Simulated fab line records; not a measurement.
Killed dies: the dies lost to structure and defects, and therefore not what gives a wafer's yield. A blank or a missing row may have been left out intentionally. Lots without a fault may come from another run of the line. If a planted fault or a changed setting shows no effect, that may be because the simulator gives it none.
A struck lot beside a sound one + flow ritCmos + 18 out of 202 route steps
Sound: the wafers L338.1, L338.5, L338.6. Wafers L334.4, L334.5, L334.6 were the ones struck. The cause is named last.
Per side, at each step with rows, come the tool, then ch with its chambers, and then its first start. Under that, the readings that differ: sound wafers + struck wafers + difference of the means + sigmas: that difference in standard deviations of wafers without a fault.
alike: readings with means less than 2 such deviations apart, plus words and numbers identical on both sides. not compared: withheld readings, readings lacking a value on some wafer, bounds such as >300 that could conceal the same value, and numbers that have no deviation in the record and whose values overlap.
Wherever a step has rows on one side only, a row that says differs or no value, or a row with sigmas, the two part there. Numbers that don't overlap but have no deviation are shown without sigmas and don't part them. Lack of a reading on every wafer of one side parts them only where that side has two or more wafers.

first, 2 steps without rows for these wafers: RIT_PLDD_HARDBAKE_07 (time 60 s); RIT_PLDD_IMPLANT_08.
RIT_PLDD_STRIP_09: strips in O2, time 180 s.
  sound on plasmaAsher-01 ch 0,1, day 5 01:28; struck on plasmaAsher-01 ch 0,1, day 4 06:02
  alike: chamberPressureMTorr, drypumpMotorCurrentA
  not compared: rfHoursCounterH
RIT_PLDD_TW_MEAS_10:
  struck on filmMetro-03, day 4 06:11; sound on filmMetro-03, day 5 01:38
  alike: PLDD_TW
then, 4 steps without rows for these wafers: RIT_SPACER_CLEAN_00 (cleans in SC1, time 600 s); RIT_SPACER_CLEAN_01 (cleans in dHF, time 30 s); RIT_SPACER_CLEAN_02 (cleans in SC2, time 600 s); RIT_SPACER_CVD_03 (deposits Si3N4 from SiH2Cl2/NH3, target thk 250 nm, time 3300 s).
RIT_SPACER_THK_MEAS_04:
  struck on filmMetro-04, day 4 08:31; sound on filmMetro-04, day 5 04:11
  alike: SPACER_NITRIDE_THK
RIT_SPACER_ETCHBACK_05: etches Si3N4 in SF6/CHF3, stops on SiO2, target depth 250 nm, time 240 s.
  sound on rieDiel-01 ch 2,3, day 5 04:14; struck on rieDiel-04 ch 0,1,3, day 4 08:33
  alike: chamberPressureMTorr, drypumpMotorCurrentA, oesProductAu, throttleValvePct
  not compared: rfHoursCounterH
then, 2 steps without rows for these wafers: RIT_NSD_HMDS_00 (prime time 60 s); RIT_NSD_COAT_01 (resist thk 1000 nm).
RIT_NSD_SOFTBAKE_02: time 60 s.
  sound on lithoTrack-04 ch 0, day 5 04:41; struck on lithoTrack-03 ch 0, day 4 09:05
| reading               | sound             | struck            | difference | sigmas |
|-----------------------|-------------------|-------------------|------------|--------|
| heaterPowerTotalW (W) | 34.57 34.57 34.56 | 33.31 33.36 33.26 | -1.26      | -24    |
| plateTempC (C)        | 89.69 89.93 89.93 | 87.62 87.71 87.79 | -2.14      | -16    |
then, 2 steps without rows for these wafers: RIT_NSD_EXPOSE_03 (exposes mask M9, target cd 40700 nm); RIT_NSD_PEB_04.
RIT_NSD_DEVELOP_05: develop time 50 s.
  sound: lithoTrack-04 ch 0; struck: lithoTrack-03 ch 0
  alike: developerTempC
  not compared: model.NOVOLAK_of_NSD_COAT_01.thkNm
RIT_NSD_OVL_MEAS_06:
  struck on overlay-02, day 4 09:44; sound on overlay-02, day 5 05:14
  alike: NSD_OVL
RIT_M1_PROBE_99:
  struck on prober-02, day 4 19:56; sound on prober-02, day 5 15:33
  alike: killedAtFrontEnd, killedDies, killedOpen, killedShort

## WHERE THEY PART
RIT_NSD_SOFTBAKE_02 only, going by this record. Later steps at which nothing parts them and some readings are alike: RIT_NSD_DEVELOP_05, RIT_NSD_OVL_MEAS_06, RIT_M1_PROBE_99.

WHY: the cause the simulator had injected
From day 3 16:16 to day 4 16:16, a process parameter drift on lithoTrack-03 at RIT_NSD_SOFTBAKE_02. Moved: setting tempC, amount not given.
